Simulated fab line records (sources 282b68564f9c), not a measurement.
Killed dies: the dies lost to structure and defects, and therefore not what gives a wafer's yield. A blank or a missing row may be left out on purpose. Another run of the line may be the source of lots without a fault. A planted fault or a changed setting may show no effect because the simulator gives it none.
fab line records	flow rit-cmos
[record] lots = 14	wafers = 42	last-day = 7
route steps=202 shown FOX2@24 PRETRO@74 GATE@84 M1@202
lots that met no fault: taken from a fault-free run of the same line
start-h: start of the lot's first displayed wafer, in hours after the record's first day	wait-h: how many hours have passed since the lot's step before this one	" repeats the value in the row above	L1.1+2: several wafers, shown together as one row	- no value present, or no start provided	* or withheld: withheld	< > ~ a bound
route shown NAME@n: a module of which the file shows steps, and the number in the route of the first	usual: mean/standard deviation of fault-free wafers	same: alike in all rows	chamber/n: place in a boat	sites: the reading at each site	_std_site: their standard deviation	_edge_site: outer sites' mean less inner sites'	radius-mm: for every site, how far away it sits from the centre of the wafer	mask NAME#n: copy n	behind: the last tool/chamber to shape the wafer	hold: why the lot was held/for how many hours/how that ended	device: the n, p or np transistor that did not switch	end of line: the same wafers' tests at the end of the route	a step with no rows: only its recipe	killed: dies lost to structure and defects at the first sort, not the wafer's yield	map: per-die view of a wafer (x killed, . not killed, _ where there is no die)
set.NAME: the run value of the setting; set.NAME@STEP: its run value at that earlier step	model.NAME: the simulator's own value behind a step, which no gauge read
steps of the route over a sample of lots; a table a step, a row a wafer
services: a tool's chamber out of use, with start hour (start-h, from the record's first day; less than 0 if before it), hours out, and reason
[[steps]]
[step RIT_FOX2_THK_MEAS_01]
[recipe] reads = SiO2_of_FOX2_OXIDATION_00
[usual] FOX2_OXIDE_THK = 353/6.4
lot.wafer	tool	chamber	start-h	wait-h	FOX2_OXIDE_THK[nm]
L729.2	film-metro-03	-	18.60	0.0	347
L729.4	"	-	"	"	351
L729.6	"	-	"	"	353
L730.2	film-metro-03	-	26.27	0.0	360
L730.3	"	-	"	"	368
L730.5	"	-	"	"	366
L731.1	film-metro-04	-	29.24	0.0	355
L731.3	"	-	"	"	359
L731.4	"	-	"	"	356
L733.2	film-metro-04	-	38.46	0.0	349
L733.4	"	-	"	"	351
L733.5	"	-	"	"	353
L734.1	film-metro-01	-	43.45	0.0	357
L734.3	"	-	"	"	353
L734.6	"	-	"	"	356
L735.1	film-metro-01	-	49.82	0.0	358
L735.4	"	-	"	"	358
L735.6	"	-	"	"	350
L738.3	film-metro-01	-	63.47	0.0	342
L738.4	"	-	"	"	345
L738.6	"	-	"	"	342
L739.1	film-metro-03	-	68.34	0.0	351
L739.2	"	-	"	"	360
L739.3	"	-	"	"	355
L740.1	film-metro-04	-	73.37	0.0	359
L740.2	"	-	"	"	357
L740.6	"	-	"	"	353
L743.1	film-metro-04	-	89.97	0.0	343
L743.2	"	-	"	"	348
L743.5	"	-	"	"	348
L744.1	film-metro-01	-	93.40	0.0	351
L744.2	"	-	"	"	354
L744.5	"	-	"	"	342
L747.2	film-metro-01	-	109.46	0.0	351
L747.3	"	-	"	"	350
L747.4	"	-	"	"	354
L749.4	film-metro-03	-	119.90	0.0	354
L749.5	"	-	"	"	353
L749.6	"	-	"	"	352
L752.1	film-metro-03	-	133.39	0.0	348
L752.3	"	-	"	"	350
L752.5	"	-	"	"	347
[step RIT_FOX2_THK_MEAS_90]
[recipe] reads = SiO2_of_FOX2_OXIDATION_00
[usual] FIELD_OXIDE_LEFT_1_THK = 325/6.4
lot.wafer	tool	chamber	start-h	wait-h	FIELD_OXIDE_LEFT_1_THK[nm]
L729.2	film-metro-03	-	19.54	0.0	320
L729.4	"	-	"	"	323
L729.6	"	-	"	"	325
L730.2	film-metro-01	-	27.22	0.0	333
L730.3	"	-	"	"	341
L730.5	"	-	"	"	338
L731.1	film-metro-01	-	30.12	0.0	327
L731.3	"	-	"	"	332
L731.4	"	-	"	"	328
L733.2	film-metro-01	-	39.34	0.0	323
L733.4	"	-	"	"	324
L733.5	"	-	"	"	326
L734.1	film-metro-03	-	44.33	0.0	330
L734.3	"	-	"	"	325
L734.6	"	-	"	"	329
L735.1	film-metro-04	-	50.70	0.0	331
L735.4	"	-	"	"	331
L735.6	"	-	"	"	323
L738.3	film-metro-01	-	64.35	0.0	315
L738.4	"	-	"	"	317
L738.6	"	-	"	"	315
L739.1	film-metro-01	-	69.22	0.0	323
L739.2	"	-	"	"	332
L739.3	"	-	"	"	328
L740.1	film-metro-01	-	74.31	0.0	332
L740.2	"	-	"	"	329
L740.6	"	-	"	"	326
L743.1	film-metro-03	-	90.92	0.0	316
L743.2	"	-	"	"	320
L743.5	"	-	"	"	321
L744.1	film-metro-04	-	94.35	0.0	323
L744.2	"	-	"	"	327
L744.5	"	-	"	"	315
L747.2	film-metro-01	-	110.40	0.0	323
L747.3	"	-	"	"	323
L747.4	"	-	"	"	327
L749.4	film-metro-04	-	120.79	0.0	328
L749.5	"	-	"	"	326
L749.6	"	-	"	"	325
L752.1	film-metro-01	-	134.34	0.0	321
L752.3	"	-	"	"	323
L752.5	"	-	"	"	320
[step RIT_PRETRO_TW_MEAS_10]
[usual] PRETRO_TW = 472/3.6
lot.wafer	tool	chamber	start-h	wait-h	PRETRO_TW
L729.2	film-metro-04	-	31.68	0.1	471
L729.4	"	-	"	"	469
L729.6	"	-	"	"	471
L730.2	film-metro-01	-	39.14	0.1	477
L730.3	"	-	"	"	472
L730.5	"	-	"	"	474
L731.1	film-metro-04	-	42.04	0.1	469
L731.3	"	-	"	"	469
L731.4	"	-	"	"	468
L733.2	film-metro-01	-	51.77	0.1	477
L733.4	"	-	"	"	472
L733.5	"	-	"	"	475
L734.1	film-metro-01	-	56.11	0.1	475
L734.3	"	-	"	"	476
L734.6	"	-	"	"	473
L735.1	film-metro-02	-	62.86	0.1	470
L735.4	"	-	"	"	472
L735.6	"	-	"	"	469
L738.3	film-metro-04	-	76.13	0.1	477
L738.4	"	-	"	"	475
L738.6	"	-	"	"	477
L739.1	film-metro-01	-	81.42	0.1	475
L739.2	"	-	"	"	478
L739.3	"	-	"	"	479
L740.1	film-metro-01	-	87.89	0.1	475
L740.2	"	-	"	"	480
L740.6	"	-	"	"	480
L743.1	film-metro-01	-	103.03	0.1	477
L743.2	"	-	"	"	479
L743.5	"	-	"	"	476
L744.1	film-metro-02	-	106.48	0.1	469
L744.2	"	-	"	"	467
L744.5	"	-	"	"	469
L747.2	film-metro-01	-	122.18	0.1	467
L747.3	"	-	"	"	471
L747.4	"	-	"	"	469
L749.4	film-metro-01	-	133.06	0.1	470
L749.5	"	-	"	"	470
L749.6	"	-	"	"	471
L752.1	film-metro-02	-	146.21	0.1	470
L752.3	"	-	"	"	471
L752.5	"	-	"	"	469
[step RIT_GATE_CVD_08]
[recipe] material = poly-Si	target-thk-nm = 250	temp-c = 610	precursor = SiH4	time-s = 2220	pressure-mtorr = 300	sih4-flow-sccm = 100
[usual] pressure-mtorr = 300.0/0.63	zone-power-centre-pct = 25.7/2.8	zone-power-source-pct = 11.3/1
lot.wafer	tool	chamber	start-h	wait-h	pressure-mtorr	zone-power-centre-pct	zone-power-source-pct
L729.2	lpcvd-02	1	34.23	0.7	300.2	23.8	12.6
L729.4	"	1	"	"	300.1	24.1	12.2
L729.6	"	1	"	"	299.7	23.8	12.6
L730.2	lpcvd-01	0	41.08	0.0	299.6	29.7	10.0
L730.3	"	0	"	"	299.0	30.1	10.1
L730.5	"	0	"	"	299.4	30.0	10.2
L731.1	lpcvd-01	1	44.00	0.1	299.8	25.3	11.7
L731.3	"	1	"	"	298.3	25.2	11.7
L731.4	"	1	"	"	300.3	25.4	11.6
L733.2	lpcvd-01	0	53.69	0.0	300.0	30.0	10.0
L733.4	"	0	"	"	299.0	29.6	10.0
L733.5	"	0	"	"	299.6	29.5	10.1
L734.1	lpcvd-01	0	58.76	0.1	299.7	29.9	10.1
L734.3	"	0	"	"	299.1	29.9	10.1
L734.6	"	0	"	"	299.3	29.7	10.1
L735.1	lpcvd-01	0	64.82	0.1	299.9	29.7	10.0
L735.4	"	0	"	"	301.4	29.6	10.1
L735.6	"	0	"	"	299.9	29.8	10.2
L738.3	lpcvd-01	0	78.66	0.0	300.9	30.1	10.1
L738.4	"	0	"	"	299.7	29.5	10.1
L738.6	"	0	"	"	299.9	29.6	10.1
L739.1	lpcvd-01	0	83.53	0.1	299.8	29.5	10.1
L739.2	"	0	"	"	300.0	29.8	10.1
L739.3	"	0	"	"	299.4	29.6	10.0
L740.1	lpcvd-02	0	89.85	0.1	300.7	22.3	10.7
L740.2	"	0	"	"	300.0	22.4	10.6
L740.6	"	0	"	"	301.1	22.4	10.8
L743.1	lpcvd-02	0	105.00	0.1	300.8	22.8	10.6
L743.2	"	0	"	"	299.5	22.3	10.7
L743.5	"	0	"	"	300.4	22.7	10.5
L744.1	lpcvd-02	1	109.76	0.1	359.7	23.9	12.6
L744.2	"	1	"	"	360.1	23.6	12.7
L744.5	"	1	"	"	360.2	23.6	12.5
L747.2	lpcvd-02	0	124.19	0.0	359.9	22.6	10.7
L747.3	"	0	"	"	359.0	22.0	10.7
L747.4	"	0	"	"	360.1	22.4	10.5
L749.4	lpcvd-01	1	134.99	0.0	300.2	25.2	11.7
L749.5	"	1	"	"	299.7	25.2	11.8
L749.6	"	1	"	"	300.5	25.7	11.6
L752.1	lpcvd-01	1	148.34	0.1	300.7	25.5	11.6
L752.3	"	1	"	"	301.1	25.1	11.6
L752.5	"	1	"	"	301.7	25.3	11.4
[step RIT_GATE_THK_MEAS_09]
[recipe] reads = poly-Si_of_GATE_CVD_08
[usual] GATE_POLY_THK = 249.3/2.3
lot.wafer	tool	chamber	start-h	wait-h	GATE_POLY_THK[nm]
L729.2	film-metro-04	-	35.86	0.0	250.9
L729.4	"	-	"	"	249.3
L729.6	"	-	"	"	249.3
L730.2	film-metro-01	-	42.71	0.0	252.0
L730.3	"	-	"	"	251.2
L730.5	"	-	"	"	251.0
L731.1	film-metro-04	-	45.61	0.0	252.9
L731.3	"	-	"	"	252.2
L731.4	"	-	"	"	254.9
L733.2	film-metro-04	-	55.32	0.0	250.9
L733.4	"	-	"	"	250.1
L733.5	"	-	"	"	252.1
L734.1	film-metro-01	-	60.38	0.0	250.2
L734.3	"	-	"	"	250.8
L734.6	"	-	"	"	250.1
L735.1	film-metro-04	-	66.44	0.0	248.9
L735.4	"	-	"	"	245.8
L735.6	"	-	"	"	252.0
L738.3	film-metro-01	-	80.30	0.0	249.5
L738.4	"	-	"	"	249.0
L738.6	"	-	"	"	248.3
L739.1	film-metro-03	-	85.15	0.0	253.6
L739.2	"	-	"	"	253.7
L739.3	"	-	"	"	253.2
L740.1	film-metro-01	-	91.47	0.0	246.9
L740.2	"	-	"	"	246.0
L740.6	"	-	"	"	246.0
L743.1	film-metro-04	-	106.61	0.0	247.2
L743.2	"	-	"	"	247.5
L743.5	"	-	"	"	246.8
L744.1	film-metro-04	-	112.18	0.0	270.9
L744.2	"	-	"	"	271.4
L744.5	"	-	"	"	270.2
L747.2	film-metro-03	-	126.62	0.0	270.7
L747.3	"	-	"	"	271.6
L747.4	"	-	"	"	269.5
L749.4	film-metro-01	-	136.63	0.0	251.2
L749.5	"	-	"	"	253.4
L749.6	"	-	"	"	249.2
L752.1	film-metro-01	-	149.96	0.0	248.0
L752.3	"	-	"	"	248.4
L752.5	"	-	"	"	247.9
[step RIT_GATE_ETCH_19]
[recipe] chemistry = SF6/CHF3/O2	time-s = 165	SF6_flow_sccm = 30	CHF3_flow_sccm = 30	O2_flow_sccm = 5	target = poly-Si	pressure-mtorr = 40	rf-w = 160	target-depth-a = 3125	over-etch-frac = 0.25	stop-on = SiO2
[usual] drypump-motor-current-A = 5.7/0.38	oes-product-au = 0.841/0.0086	rf-fwd-power-W = 159.3/0.52	throttle-valve-pct = 10.21/0.16
lot.wafer	tool	chamber	start-h	wait-h	drypump-motor-current-A	oes-product-au	rf-fwd-power-W	rf-hours-counter-h	throttle-valve-pct
L729.2	rie-si-02	3	37.24	0.1	5.7	0.839	158.8	18	10.47
L729.4	"	1	"	"	5.3	0.838	159.0	79	10.33
L729.6	"	1	"	"	5.3	0.838	159.0	-	10.34
L730.2	rie-si-01	0	44.04	0.1	5.3	0.857	158.6	137	10.01
L730.3	"	3	"	"	5.9	0.864	159.6	161	10.21
L730.5	"	0	"	"	5.3	0.852	158.8	-	10.01
L731.1	rie-si-02	3	46.96	0.1	5.6	0.853	158.2	18	10.46
L731.3	"	0	"	"	5.9	0.846	159.9	140	10.26
L731.4	"	2	"	"	5.3	0.843	159.2	74	10.39
L733.2	rie-si-02	0	56.66	0.1	5.9	0.840	158.6	141	10.28
L733.4	"	2	"	"	5.3	0.835	160.0	74	10.39
L733.5	"	1	"	"	5.3	0.856	159.1	-	10.32
L734.1	rie-si-01	2	62.06	0.1	6.5	0.862	159.3	18	9.98
L734.3	"	1	"	"	5.7	0.854	159.1	127	10.11
L734.6	"	2	"	"	6.5	0.842	159.3	-	9.99
L735.1	rie-si-02	0	67.65	0.1	5.9	0.833	159.2	141	10.28
L735.4	"	1	"	"	5.3	0.830	159.7	80	10.33
L735.6	"	0	"	"	5.8	0.843	159.0	-	10.27
L738.3	rie-si-01	2	81.50	0.1	6.4	0.845	159.6	18	9.98
L738.4	"	1	"	"	5.7	0.854	160.0	127	10.10
L738.6	"	2	"	"	6.4	0.846	160.4	-	9.99
L739.1	rie-si-02	2	86.90	0.1	5.3	0.843	159.7	74	10.40
L739.2	"	3	"	"	5.6	0.853	158.5	19	10.47
L739.3	"	1	"	"	5.3	0.845	159.3	80	10.33
L740.1	rie-si-01	2	92.81	0.1	6.4	0.845	158.9	18	9.98
L740.2	"	3	"	"	5.9	0.821	159.7	0	10.20
L740.6	"	2	"	"	6.4	0.842	159.1	-	9.99
L743.1	rie-si-02	1	107.83	0.1	5.3	0.826	159.5	80	10.32
L743.2	"	0	"	"	5.9	0.827	159.7	141	10.26
L743.5	"	0	"	"	5.9	0.829	158.9	-	10.25
L744.1	rie-si-01	3	113.67	0.1	5.9	0.883	159.6	0	10.19
L744.2	"	2	"	"	6.4	0.900	158.8	18	9.98
L744.5	"	1	"	"	5.7	0.894	159.6	-	10.10
L747.2	rie-si-02	1	127.90	0.1	5.3	0.886	158.8	80	10.33
L747.3	"	2	"	"	5.3	0.893	159.6	74	10.39
L747.4	"	3	"	"	5.6	0.892	158.2	19	10.48
L749.4	rie-si-02	1	137.82	0.1	5.3	0.851	159.2	80	10.35
L749.5	"	3	"	"	5.6	0.846	159.2	-	10.48
L749.6	"	0	"	"	5.9	0.836	159.6	-	10.26
L752.1	rie-si-01	1	151.33	0.1	5.7	0.850	159.5	128	10.10
L752.3	"	2	"	"	6.4	0.850	158.8	19	9.98
L752.5	"	2	"	"	6.4	0.844	158.7	-	9.99
[step RIT_M1_PROBE_99]
[usual] killed_at_M0_to_M3 = 0.0/0.18	killed-at-contacts = 0.1/0.27	killed-at-front-end = 6.6/3	killed-dies = 7/3	killed-open = 3.3/2	killed-short = 3.4/2
[same] gross-dies = 264	killed_at_M4_up = 0	killed-at-back-side = 0	killed-at-other = 0
lot.wafer	tool	chamber	start-h	wait-h	killed_at_M0_to_M3	killed-at-contacts	killed-at-front-end	killed-dies	killed-open	killed-short
L729.2	prober-01	-	57.39	0.1	0	1	6	7	4	3
L729.4	prober-01	-	57.49	0.2	0	0	4	4	3	1
L729.6	prober-01	-	57.59	0.2	0	0	10	10	3	7
L733.2	prober-01	-	78.52	0.1	0	0	6	6	5	1
L733.4	prober-01	-	78.62	0.2	0	0	10	10	5	5
L733.5	prober-01	-	78.67	0.2	0	0	10	10	8	2
L738.3	prober-02	-	103.25	0.2	0	0	9	9	2	7
L738.4	prober-02	-	103.30	0.2	0	0	8	8	5	3
L738.6	prober-02	-	103.40	0.2	0	0	4	4	2	2
L740.1	prober-02	-	112.97	0.1	0	0	11	11	7	4
L740.2	prober-02	-	113.02	0.1	0	0	7	7	2	5
L740.6	prober-02	-	113.22	0.2	0	0	10	10	6	3
L743.1	prober-02	-	130.82	0.1	0	0	3	3	1	2
L743.2	prober-02	-	130.87	0.1	0	0	8	8	6	2
L743.5	prober-02	-	131.02	0.2	0	0	0	0	0	0
L744.1	prober-01	-	134.92	0.1	0	1	6	7	2	5
L744.2	prober-01	-	134.97	0.1	0	0	1	1	1	0
L744.5	prober-01	-	135.12	0.2	0	0	7	7	1	6
L749.4	prober-02	-	157.87	0.2	0	0	3	3	3	0
L749.5	prober-02	-	157.92	0.2	0	0	7	7	4	3
L749.6	prober-02	-	157.97	0.2	0	0	5	5	4	1
// killed by level:class
L729.2 GATE:geometric-particle:open=2 SPACER:geometric-particle:short=2 REOX:geometric-particle:open=1 REOX:geometric-particle:short=1 CONTACT:geometric-particle:open=1
L729.4 SPACER:geometric-particle:open=2 GATE:geometric-particle:open=1 GATE:geometric-particle:short=1
L729.6 GATE:geometric-particle:short=6 FOX1:geometric-particle:open=1 REOX:geometric-particle:open=1 SPACER:geometric-particle:short=1 SPACER:geometric-particle:open=1
L733.2 REOX:geometric-particle:open=2 SPACER:geometric-particle:open=2 GATE:geometric-particle:open=1 REOX:geometric-particle:short=1
L733.4 FOX2:geometric-particle:short=2 REOX:geometric-particle:open=2 FOX1:geometric-particle:open=1 FOX1:geometric-particle:short=1 FOX2:geometric-particle:open=1 GATE:geometric-particle:short=1 REOX:geometric-particle:short=1 SPACER:geometric-particle:open=1
L733.5 SPACER:geometric-particle:open=3 GATE:geometric-particle:open=2 SPACER:geometric-particle:short=2 SILICIDE:geometric-particle:open=2 FOX1:geometric-particle:open=1
L738.3 GATE:geometric-particle:short=4 FOX2:geometric-particle:short=1 GATE:geometric-particle:open=1 REOX:geometric-particle:short=1 REOX:geometric-particle:open=1 SPACER:geometric-particle:short=1
L738.4 FOX1:geometric-particle:open=2 GATE:geometric-particle:short=2 GATE:geometric-particle:open=2 SPACER:geometric-particle:open=1 SILICIDE:geometric-particle:short=1
L738.6 SILICIDE:geometric-particle:open=2 REOX:geometric-particle:short=1 SILICIDE:geometric-particle:short=1
L740.1 GATE:geometric-particle:open=3 FOX2:geometric-particle:open=2 GATE:geometric-particle:short=2 FOX1:geometric-particle:short=1 REOX:geometric-particle:open=1 SPACER:geometric-particle:open=1 SPACER:geometric-particle:short=1
L740.2 SPACER:geometric-particle:short=2 FOX2:geometric-particle:short=1 GATE:geometric-particle:short=1 GATE:geometric-particle:open=1 SPACER:geometric-particle:open=1 SILICIDE:geometric-particle:short=1
L740.6 FOX1:geometric-particle:open=2 GATE:geometric-particle:open=2 GATE:geometric-particle:short=1 REOX:geometric-particle:open=1 REOX:geometric-particle:short=1 SPACER:geometric-particle:short=1 SPACER:geometric-particle:open=1 NWELL:coat-microbubble-printed=1
L743.1 SPACER:geometric-particle:short=2 GATE:geometric-particle:open=1
L743.2 GATE:geometric-particle:open=3 SPACER:geometric-particle:open=2 GATE:geometric-particle:short=1 REOX:geometric-particle:open=1 SPACER:geometric-particle:short=1
L743.5
L744.1 FOX1:geometric-particle:short=2 FOX1:geometric-particle:open=1 GATE:geometric-particle:open=1 GATE:geometric-particle:short=1 SPACER:geometric-particle:short=1 CONTACT:geometric-particle:short=1
L744.2 REOX:geometric-particle:open=1
L744.5 FOX2:geometric-particle:short=2 GATE:geometric-particle:short=2 FOX1:geometric-particle:open=1 REOX:geometric-particle:short=1 SPACER:geometric-particle:short=1
L749.4 GATE:geometric-particle:open=2 REOX:geometric-particle:open=1
L749.5 FOX2:geometric-particle:short=2 REOX:geometric-particle:open=2 FOX2:geometric-particle:open=1 GATE:geometric-particle:open=1 GATE:geometric-particle:short=1
L749.6 FOX1:geometric-particle:short=1 FOX1:geometric-particle:open=1 GATE:geometric-particle:open=1 REOX:geometric-particle:open=1 SPACER:geometric-particle:open=1
[[services]]
tool	chamber	start-h	hours	kind
lpcvd-02	-	14.98	6.0	pm
rie-si-02	-	18.14	15.6	pm
rie-si-01	3	61.19	-	clean
rie-si-01	3	61.19	16.4	scheduled-down
rie-si-01	3	61.19	16.4	vent-cycle
rie-si-01	0	107.32	9.4	repair
lpcvd-01	-	131.62	2.8	pm
rie-si-01	3	140.81	2.7	repair
[[key]]
[first-sign] step = RIT_GATE_CVD_08	reading = pressure-mtorr	direction = up	sigmas = 94	usual = 300.0	struck = 359.8
[effect] step = RIT_GATE_THK_MEAS_09	reading = GATE_POLY_THK	direction = up	sigmas = 9.3	usual = 249.3	struck = 270.7
[effect] step = RIT_GATE_ETCH_19	reading = oes-product-au	direction = up	sigmas = 5.8	usual = 0.841	struck = 0.891
met-at RIT_GATE_CVD_08
struck-lots L744,L747
rows-end L747.2,L747.3,L747.4
tester-left-out L744
not-acting-at RIT_FOX2_THK_MEAS_01,RIT_FOX2_THK_MEAS_90,RIT_PRETRO_TW_MEAS_10
onset-between 105.00 109.76
[fault] kind = process-parameter-drift	tool = lpcvd-02	chamber = -	onset-h = 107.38	steps = RIT_GATE_CVD_08	channel = pressure-mtorr	offset = 60	shape = step	end-h = 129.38	acts-in = these-recipes-only	stated = 300
// tester-left-out: of these lots the tester's yield and bins aren't shown, on N5 and GAA mostly nor the transistor test; their killed dies are dies lost to structure and defects alone, not to doping, threshold or leakage, so they don't give the yield
// rows-end: these wafers met a further fault down the route, and their rows from its step on are left out
